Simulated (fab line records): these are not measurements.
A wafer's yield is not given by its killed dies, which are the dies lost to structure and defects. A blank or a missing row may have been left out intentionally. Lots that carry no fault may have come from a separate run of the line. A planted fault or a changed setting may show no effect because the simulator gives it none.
fab line records	flow berkeley_cmos170
[record] lots = 15	wafers = 45	last_day = 11
route steps=331 shown NWELL@23
lots that met no fault: from a run of the same line without faults
start_h: hours from the record's first day to the start of the lot's first wafer shown	wait_h: how many hours have passed since the lot's step before this one	" unchanged from the row above	L1.1+2: a row that stands for several wafers	- no value, or no start was given	* or withheld: withheld	< > ~ a bound
route shown NAME@n: NAME is a module with steps in the file, n the number in the route of the first one	usual: the fault-free wafers' mean and standard deviation	same: alike in all rows	chamber/n: place in a boat	sites: each site's reading	_std_site: how widely they spread, as a standard deviation	_edge_site: the outer-site mean with the inner-site mean subtracted	radius_mm: how far each site lies from the wafer's centre	mask NAME#n: copy n	behind: tool/chamber where the wafer was last shaped	hold: cause of the lot's hold/its duration in hours/its outcome	device: transistor that didn't switch, given as n, p or np	end of line: the tests these same wafers got at the end of their route	a step given without rows: its recipe and nothing more	killed: not the wafer's yield, but the dies lost to structure and defects at the first sort	map: a wafer's dies, marking killed ones x, the rest . and places with no die _
set.NAME: the run value of the setting; set.NAME@STEP: its run value at that earlier step	model.NAME: the simulator's own value behind a step, which no gauge read
route steps across a sampled set of lots; one table per step, one row per wafer
services: when a tool's chamber went out of use (start_h, in hours from the record's first day, below 0 if earlier), for how many hours, and the reason
[[steps]]
[step UCB170_NWELL_EXPOSE_09]
[recipe] mask_id = NWELL	target_cd_nm = 3000	na = 0.5	sigma_outer = 0.6	source_shape = conventional	dose_mj = 25
[same] na = 0.5
lot.wafer	tool	chamber	start_h	wait_h	mask
L191.1+3+6	krf_scanner-02	0	35.56	0.1	NWELL#0
L190.2+5+6	krf_scanner-01	0	35.82	0.4	NWELL#0
L193.2+4+5	krf_scanner-02	0	47.85	0.2	NWELL#0
L194.1+2+3	krf_scanner-02	0	51.11	0.1	NWELL#0
L195.2+5+6	krf_scanner-01	0	58.79	0.1	NWELL#0
L197.2+4+6	krf_scanner-01	0	65.72	0.1	NWELL#0
L196.4+5+6	krf_scanner-02	0	66.00	0.3	NWELL#0
L198.2+3+4	krf_scanner-02	0	72.54	0.1	NWELL#0
L199.1+3+4	krf_scanner-02	0	80.34	0.1	NWELL#0
L205.3+4+6	krf_scanner-01	0	104.64	0.3	NWELL#0
L206.1+2+5	krf_scanner-01	0	111.33	0.1	NWELL#0
L207.3+4+6	krf_scanner-01	0	114.54	0.1	NWELL#0
L209.4+5+6	krf_scanner-01	0	127.02	0.2	NWELL#0
L210.4+5+6	krf_scanner-01	0	131.21	0.1	NWELL#0
L211.2+4+5	krf_scanner-01	0	136.94	0.6	NWELL#0
[step UCB170_NWELL_OVL_MEAS_12]
[usual] NWELL_OVL = 1/5.9
lot.wafer	tool	chamber	start_h	wait_h	NWELL_OVL[nm]
L191.1	overlay-01	-	35.95	-	-4
L191.3	"	-	"	"	4
L191.6	"	-	"	"	2
L190.2	overlay-01	-	36.36	-	4
L190.5	"	-	"	"	8
L190.6	"	-	"	"	0
L193.2	overlay-02	-	48.22	-	12
L193.4	"	-	"	"	4
L193.5	"	-	"	"	1
L194.1	overlay-02	-	51.50	-	11
L194.2	"	-	"	"	-15
L194.3	"	-	"	"	-3
L195.2	overlay-02	-	59.42	-	14
L195.5	"	-	"	"	7
L195.6	"	-	"	"	11
L197.2	overlay-01	-	66.25	-	7
L197.4	"	-	"	"	2
L197.6	"	-	"	"	4
L196.4	overlay-01	-	66.54	-	885
L196.5	"	-	"	"	897
L196.6	"	-	"	"	884
L198.2	overlay-01	-	73.00	-	888
L198.3	"	-	"	"	884
L198.4	"	-	"	"	895
L199.1	overlay-01	-	80.73	-	901
L199.3	"	-	"	"	897
L199.4	"	-	"	"	896
L205.3	overlay-02	-	105.37	-	3
L205.4	"	-	"	"	-5
L205.6	"	-	"	"	-3
L206.1	overlay-02	-	111.90	-	3
L206.2	"	-	"	"	4
L206.5	"	-	"	"	5
L207.3	overlay-02	-	115.06	-	-2
L207.4	"	-	"	"	2
L207.6	"	-	"	"	-4
L209.4	overlay-02	-	127.37	-	-1
L209.5	"	-	"	"	0
L209.6	"	-	"	"	-1
L210.4	overlay-01	-	131.56	-	-1
L210.5	"	-	"	"	3
L210.6	"	-	"	"	-1
L211.2	overlay-01	-	137.32	-	1
L211.4	"	-	"	"	3
L211.5	"	-	"	"	9
[[services]]
tool	chamber	start_h	hours	kind
krf_scanner-01	-	19.62	2.8	repair
krf_scanner-02	-	22.46	1.0	pm
krf_scanner-01	-	40.83	0.8	pm
krf_scanner-01	-	48.42	1.0	repair
krf_scanner-01	-	55.31	0.1	repair
krf_scanner-02	0	55.47	-	calibration
krf_scanner-01	-	58.93	0.3	repair
krf_scanner-01	-	68.17	0.4	repair
krf_scanner-01	-	69.12	4.4	pm
krf_scanner-01	-	76.91	11.5	repair
krf_scanner-02	-	88.47	0.8	pm
krf_scanner-02	-	89.22	3.6	pm
krf_scanner-02	-	107.66	0.5	repair
krf_scanner-01	-	121.49	1.3	pm
krf_scanner-02	-	133.37	1.3	pm
[[key]]
[first_sign] step = UCB170_NWELL_OVL_MEAS_12	reading = NWELL_OVL	direction = up	sigmas = 99+	usual = 1	struck = 892
effect none on later readings
met_at UCB170_NWELL_EXPOSE_09
struck_lots L196,L198,L199
tester_left_out L196,L198,L199
onset_between 51.11 66.00
[fault] kind = scanner_matching_overlay	tool = krf_scanner-02	chamber = -	onset_h = 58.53	steps = UCB170_NWELL_EXPOSE_09	offset = 895.92
// tester_left_out: of these lots the tester's yield and bins aren't shown, on N5 and GAA mostly nor the transistor test; their killed dies are dies lost to structure and defects alone, not to doping, threshold or leakage, so they don't give the yield
